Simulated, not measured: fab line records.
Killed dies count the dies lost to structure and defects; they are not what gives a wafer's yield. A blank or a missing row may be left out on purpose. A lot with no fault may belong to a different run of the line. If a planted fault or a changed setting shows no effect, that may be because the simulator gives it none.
fab line records ; flow rit_cmos
record lots=6; wafers=18; last_day=7
route steps=202 shown ACTIVE@18 FOX1@20 FOX2@23 NWELL@28 M1@202
lots that met no fault: from a run of the same line without faults
start_h: hours from the record's first day to the start of the lot's first wafer shown ; wait_h: time in hours since the lot's previous step ; " same as the row above ; L1.1+2: several wafers, shown together as one row ; - no value, or no start given ; * or withheld: withheld ; < > ~ a bound
route shown NAME@n: a module of which the file shows steps, and the number in the route of the first ; usual: mean/standard deviation taken from wafers without a fault ; same: alike in all rows ; chamber/n: place in a boat ; sites: readings site by site ; _std_site: the values' standard deviation ; _edge_site: inner sites' mean taken away from outer sites' mean ; radius_mm: how far each site lies from the wafer's centre ; mask NAME#n: copy n ; behind: the last tool/chamber to shape the wafer ; hold: what put the lot on hold/how long, in hours/how the hold closed ; device: the n, p or np transistor that did not switch ; end of line: the same wafers' tests at the end of the route ; a step with no rows: only its recipe ; killed: the dies lost at the first sort to structure and to defects; this is not the yield of the wafer ; map: shows each die of a wafer: x if killed, . if not, _ if none is there
set.NAME: the setting the step ran with; set.NAME@STEP: the setting that earlier step ran with ; model.NAME: the simulator's own value behind a step, which no gauge read
certain route steps with their lots: each step a table, each wafer a row
## steps
# step RIT_ACTIVE_CLEAN_16
# recipe chemistry=dHF; dilution=50:1; time_s=30
# step RIT_ACTIVE_CLEAN_17
# recipe chemistry=SC2; mix=3:3:50; time_s=600; temp_c=75; dry=n2_spin
# step RIT_FOX1_OXIDATION_00
# recipe temp_c=1100; ambient=H2O; target_thk_a=3507; p_h2o_torr=720; ox_time_s=1130
# step RIT_FOX1_THK_MEAS_01
# recipe reads=SiO2_of_FOX1_OXIDATION_00
# usual FOX1_OXIDE_THK=350/8.9
lot.wafer;tool;chamber;start_h;wait_h;FOX1_OXIDE_THK[nm]
L817.1;film_metro-03;-;41.17;0.0;338
L817.5;film_metro-03;-;41.17;0.0;329
L817.6;film_metro-03;-;41.17;0.0;348
L821.3;film_metro-03;-;57.42;0.0;364
L821.4;film_metro-03;-;57.42;0.0;368
L821.6;film_metro-03;-;57.42;0.0;368
L826.1;film_metro-04;-;82.20;0.0;331
L826.2;film_metro-04;-;82.20;0.0;336
L826.3;film_metro-04;-;82.20;0.0;338
L829.1;film_metro-04;-;98.32;0.0;350
L829.3;film_metro-04;-;98.32;0.0;350
L829.4;film_metro-04;-;98.32;0.0;352
L831.2;film_metro-02;-;106.99;0.0;353
L831.3;film_metro-02;-;106.99;0.0;360
L831.6;film_metro-02;-;106.99;0.0;356
L833.1;film_metro-03;-;116.89;0.0;357
L833.3;film_metro-03;-;116.89;0.0;361
L833.4;film_metro-03;-;116.89;0.0;363
# step RIT_FOX1_WET_ETCH_02
# recipe chemistry=BOE; target_depth_nm=350; time_s=390; temp_c=21.5; dry=n2_spin; dilution=10:1; target=SiO2
# step RIT_FOX2_OXIDATION_00
# recipe temp_c=1100; ambient=H2O; target_thk_a=3507; p_h2o_torr=720; ox_time_s=1130
# step RIT_FOX2_THK_MEAS_01
# recipe reads=SiO2_of_FOX2_OXIDATION_00
# usual FOX2_OXIDE_THK=352/8.2
lot.wafer;tool;chamber;start_h;wait_h;FOX2_OXIDE_THK[nm]
L817.1;film_metro-03;-;45.09;0.0;360
L817.5;film_metro-03;-;45.09;0.0;361
L817.6;film_metro-03;-;45.09;0.0;366
L821.3;film_metro-01;-;58.92;0.0;347
L821.4;film_metro-01;-;58.92;0.0;343
L821.6;film_metro-01;-;58.92;0.0;345
L826.1;film_metro-02;-;83.69;0.0;362
L826.2;film_metro-02;-;83.69;0.0;358
L826.3;film_metro-02;-;83.69;0.0;353
L829.1;film_metro-02;-;99.82;0.0;344
L829.3;film_metro-02;-;99.82;0.0;348
L829.4;film_metro-02;-;99.82;0.0;347
L831.2;film_metro-03;-;108.48;0.0;347
L831.3;film_metro-03;-;108.48;0.0;346
L831.6;film_metro-03;-;108.48;0.0;347
L833.1;film_metro-01;-;118.38;0.0;349
L833.3;film_metro-01;-;118.38;0.0;350
L833.4;film_metro-01;-;118.38;0.0;347
# step RIT_FOX2_CLEAN_02
# recipe chemistry=dHF; dilution=50:1; time_s=176.3
# step RIT_FOX2_WET_ETCH_03
# recipe chemistry=H3PO4; target=Si3N4; target_depth_nm=195; temp_c=165; time_s=2700
# step RIT_FOX2_THK_MEAS_90
# recipe reads=SiO2_of_FOX2_OXIDATION_00
# usual FIELD_OXIDE_LEFT_1_THK=325/8.2
lot.wafer;tool;chamber;start_h;wait_h;FIELD_OXIDE_LEFT_1_THK[nm]
L817.1;film_metro-03;-;46.04;0.0;333
L817.5;film_metro-03;-;46.04;0.0;334
L817.6;film_metro-03;-;46.04;0.0;339
L821.3;film_metro-03;-;59.81;0.0;320
L821.4;film_metro-03;-;59.81;0.0;317
L821.6;film_metro-03;-;59.81;0.0;318
L826.1;film_metro-02;-;84.72;0.0;335
L826.2;film_metro-02;-;84.72;0.0;331
L826.3;film_metro-02;-;84.72;0.0;326
L829.1;film_metro-02;-;100.76;0.0;317
L829.3;film_metro-02;-;100.76;0.0;322
L829.4;film_metro-02;-;100.76;0.0;320
L831.2;film_metro-02;-;109.52;0.0;320
L831.3;film_metro-02;-;109.52;0.0;319
L831.6;film_metro-02;-;109.52;0.0;321
L833.1;film_metro-01;-;119.40;0.0;322
L833.3;film_metro-01;-;119.40;0.0;322
L833.4;film_metro-01;-;119.40;0.0;320
# step RIT_NWELL_HMDS_00
# recipe prime_time_s=60; prime_temp_c=140
# step RIT_NWELL_COAT_01
# recipe resist=NOVOLAK; spin_rpm=2000; resist_thk_nm=1300
# step RIT_NWELL_SOFTBAKE_02
# recipe resist=NOVOLAK; temp_c=90; time_s=60
# usual heater_power_total_W=34.57/0.047; plate_temp_C=89.99/0.13
lot.wafer;tool;chamber;start_h;wait_h;heater_power_total_W;plate_temp_C
L817.1;litho_track-04;0;46.40;0.1;34.60;90.19
L817.5;litho_track-04;0;46.40;0.1;34.60;90.12
L817.6;litho_track-04;0;46.40;0.1;34.54;89.98
L821.3;litho_track-03;0;60.20;0.1;34.57;89.89
L821.4;litho_track-03;0;60.20;0.1;34.58;90.00
L821.6;litho_track-03;0;60.20;0.1;34.49;89.84
L826.1;litho_track-03;0;85.08;0.1;28.54;78.74
L826.2;litho_track-03;0;85.08;0.1;28.63;78.89
L826.3;litho_track-03;0;85.08;0.1;28.54;78.96
L829.1;litho_track-01;0;101.12;0.1;34.61;89.93
L829.3;litho_track-01;0;101.12;0.1;34.58;89.94
L829.4;litho_track-01;0;101.12;0.1;34.55;89.98
L831.2;litho_track-03;0;109.90;0.1;28.59;78.85
L831.3;litho_track-03;0;109.90;0.1;28.64;78.90
L831.6;litho_track-03;0;109.90;0.1;28.50;78.93
L833.1;litho_track-01;0;119.76;0.1;34.60;89.98
L833.3;litho_track-01;0;119.76;0.1;34.59;90.28
L833.4;litho_track-01;0;119.76;0.1;34.57;89.96
# step RIT_NWELL_EXPOSE_03
# recipe mask_id=M2; na=0.57; target_cd_nm=43900; dose_mj=250
# step RIT_NWELL_PEB_04
# recipe resist=NOVOLAK; temp_c=withheld; time_s=withheld
# step RIT_NWELL_DEVELOP_05
# recipe resist=NOVOLAK; develop_time_s=68; dev_temp_c=23
lot.wafer;tool;chamber;start_h;wait_h;model.NOVOLAK_of_NWELL_COAT_01.thk_nm
L817.1+5;litho_track-03;0;-;-;1295
L817.6;litho_track-03;0;-;-;1294
L821.3+6;litho_track-03;0;-;-;1296
L821.4;litho_track-03;0;-;-;1298
L826.1;litho_track-04;0;-;-;1331
L826.2;litho_track-04;0;-;-;1330
L826.3;litho_track-04;0;-;-;1334
L829.1;litho_track-03;0;-;-;1296
L829.3;litho_track-03;0;-;-;1294
L829.4;litho_track-03;0;-;-;1298
L831.2;litho_track-04;0;-;-;1337
L831.3+6;litho_track-04;0;-;-;1341
L833.1;litho_track-01;0;-;-;1299
L833.3;litho_track-01;0;-;-;1302
L833.4;litho_track-01;0;-;-;1297
# step RIT_NWELL_OVL_MEAS_06
# usual NWELL_OVL=0.0/1.5
lot.wafer;tool;chamber;start_h;wait_h;NWELL_OVL[nm]
L817.1;overlay-02;-;47.10;-;-2.4
L817.5;overlay-02;-;47.10;-;-3.2
L817.6;overlay-02;-;47.10;-;0.1
L821.3;overlay-02;-;60.86;-;2.0
L821.4;overlay-02;-;60.86;-;0.4
L821.6;overlay-02;-;60.86;-;0.6
L826.1;overlay-01;-;85.79;-;-0.9
L826.2;overlay-01;-;85.79;-;0.8
L826.3;overlay-01;-;85.79;-;0.3
L829.1;overlay-02;-;101.94;-;0.8
L829.3;overlay-02;-;101.94;-;2.0
L829.4;overlay-02;-;101.94;-;0.6
L831.2;overlay-01;-;110.58;-;0.7
L831.3;overlay-01;-;110.58;-;0.8
L831.6;overlay-01;-;110.58;-;1.2
L833.1;overlay-01;-;120.48;-;2.6
L833.3;overlay-01;-;120.48;-;1.3
L833.4;overlay-01;-;120.48;-;1.1
# step RIT_M1_PROBE_99
# usual killed_at_contacts=0.2/0.38; killed_at_front_end=6.7/3; killed_dies=6.9/3; killed_open=3.5/1.9; killed_short=3.3/2
# same gross_dies=264; killed_at_M0_to_M3=0; killed_at_M4_up=0; killed_at_back_side=0; killed_at_other=0
lot.wafer;tool;chamber;start_h;wait_h;killed_at_contacts;killed_at_front_end;killed_dies;killed_open;killed_short
L817.1;prober-01;-;86.61;0.1;0;5;5;2;3
L817.5;prober-01;-;86.81;0.2;0;10;10;5;5
L817.6;prober-01;-;86.86;0.2;0;4;4;2;2
L821.3;prober-01;-;97.85;0.2;0;6;6;1;5
L821.4;prober-01;-;97.90;0.2;1;7;8;5;3
L821.6;prober-01;-;98.00;0.2;1;7;8;0;8
L826.1;prober-02;-;121.56;0.1;0;9;9;7;2
L826.2;prober-02;-;121.61;0.1;0;6;6;4;2
L826.3;prober-02;-;121.66;0.2;0;5;5;3;2
L829.1;prober-01;-;138.67;0.1;0;13;13;7;6
L829.3;prober-01;-;138.77;0.2;0;6;6;3;3
L829.4;prober-01;-;138.82;0.2;0;12;12;3;9
L831.2;prober-01;-;149.45;0.1;0;4;4;1;3
L831.3;prober-01;-;149.50;0.2;0;4;4;3;1
L831.6;prober-01;-;149.65;0.2;0;8;8;5;3
L833.1;prober-01;-;158.67;0.1;0;7;7;4;3
L833.3;prober-01;-;158.77;0.2;0;6;6;1;5
L833.4;prober-01;-;158.82;0.2;0;9;9;6;2
# killed by level:class
L817.1 FOX2:geometric_particle:short=2 FOX2:geometric_particle:open=1 REOX:geometric_particle:open=1 SILICIDE:geometric_particle:short=1
L817.5 GATE:geometric_particle:open=3 FOX1:geometric_particle:short=1 GATE:geometric_particle:short=1 REOX:geometric_particle:short=1 SPACER:geometric_particle:short=1 SPACER:geometric_particle:open=1 SILICIDE:geometric_particle:short=1 SILICIDE:geometric_particle:open=1
L817.6 SPACER:geometric_particle:short=2 FOX1:geometric_particle:open=1 GATE:geometric_particle:open=1
L821.3 GATE:geometric_particle:short=3 FOX1:geometric_particle:short=1 GATE:geometric_particle:open=1 REOX:geometric_particle:short=1
L821.4 GATE:geometric_particle:open=3 FOX1:geometric_particle:open=2 GATE:geometric_particle:short=1 REOX:geometric_particle:short=1 CONTACT:geometric_particle:short=1
L821.6 GATE:geometric_particle:short=3 REOX:geometric_particle:short=2 SPACER:geometric_particle:short=1 SILICIDE:geometric_particle:short=1 CONTACT:geometric_particle:short=1
L826.1 GATE:geometric_particle:open=4 FOX1:geometric_particle:open=1 GATE:geometric_particle:short=1 SPACER:geometric_particle:open=1 SILICIDE:geometric_particle:open=1 SILICIDE:geometric_particle:short=1
L826.2 FOX1:geometric_particle:open=1 FOX2:geometric_particle:open=1 GATE:geometric_particle:short=1 GATE:geometric_particle:open=1 REOX:geometric_particle:short=1 REOX:geometric_particle:open=1
L826.3 GATE:geometric_particle:open=2 GATE:geometric_particle:short=2 FOX2:geometric_particle:open=1
L829.1 GATE:geometric_particle:open=5 GATE:geometric_particle:short=5 FOX1:geometric_particle:open=1 FOX2:geometric_particle:open=1 REOX:geometric_particle:short=1
L829.3 GATE:geometric_particle:open=1 GATE:geometric_particle:short=1 REOX:geometric_particle:open=1 REOX:geometric_particle:short=1 SPACER:geometric_particle:open=1 SILICIDE:geometric_particle:short=1
L829.4 GATE:geometric_particle:short=3 GATE:geometric_particle:open=3 SPACER:geometric_particle:short=3 SILICIDE:geometric_particle:short=2 REOX:geometric_particle:short=1
L831.2 FOX1:geometric_particle:short=1 REOX:geometric_particle:short=1 SILICIDE:geometric_particle:short=1 SILICIDE:geometric_particle:open=1
L831.3 REOX:geometric_particle:open=2 GATE:geometric_particle:open=1 GATE:geometric_particle:short=1
L831.6 REOX:geometric_particle:open=2 FOX2:geometric_particle:open=1 GATE:geometric_particle:short=1 GATE:geometric_particle:open=1 REOX:geometric_particle:short=1 SILICIDE:geometric_particle:short=1 SILICIDE:geometric_particle:open=1
L833.1 REOX:geometric_particle:short=2 ACTIVE:geometric_particle:short=1 FOX1:geometric_particle:open=1 FOX2:geometric_particle:open=1 GATE:geometric_particle:open=1 REOX:geometric_particle:open=1
L833.3 GATE:geometric_particle:short=2 REOX:geometric_particle:short=2 FOX1:geometric_particle:open=1 SPACER:geometric_particle:short=1
L833.4 SPACER:geometric_particle:open=2 FOX1:geometric_particle:open=1 GATE:geometric_particle:open=1 GATE:geometric_particle:short=1 REOX:geometric_particle:short=1 REOX:geometric_particle:open=1 SILICIDE:geometric_particle:open=1 GATE:area_develop=1
## key
first_sign step=RIT_NWELL_SOFTBAKE_02; reading=heater_power_total_W; direction=down; sigmas=99+; usual=34.57; struck=28.57
effect step=RIT_NWELL_SOFTBAKE_02; reading=plate_temp_C; direction=down; sigmas=82; usual=*; struck=*
model_effect step=RIT_NWELL_DEVELOP_05; value=NOVOLAK_of_NWELL_COAT_01.thk_nm; without=1295; struck=1336
met_at RIT_NWELL_SOFTBAKE_02
struck_wafers L826.1,L826.2,L826.3,L831.2,L831.3,L831.6
tester_left_out L826,L831
onset_between 60.20 85.08
fault kind=process_parameter_drift; tool=litho_track-03; chamber=-; onset_h=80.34; steps=RIT_NWELL_SOFTBAKE_02; channel=temp_c; offset=*; shape=step; end_h=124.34; acts_in=*; stated=*
# tester_left_out: of these lots the tester's yield and bins aren't shown, on N5 and GAA mostly nor the transistor test; their killed dies are dies lost to structure and defects alone, not to doping, threshold or leakage, so they don't give the yield
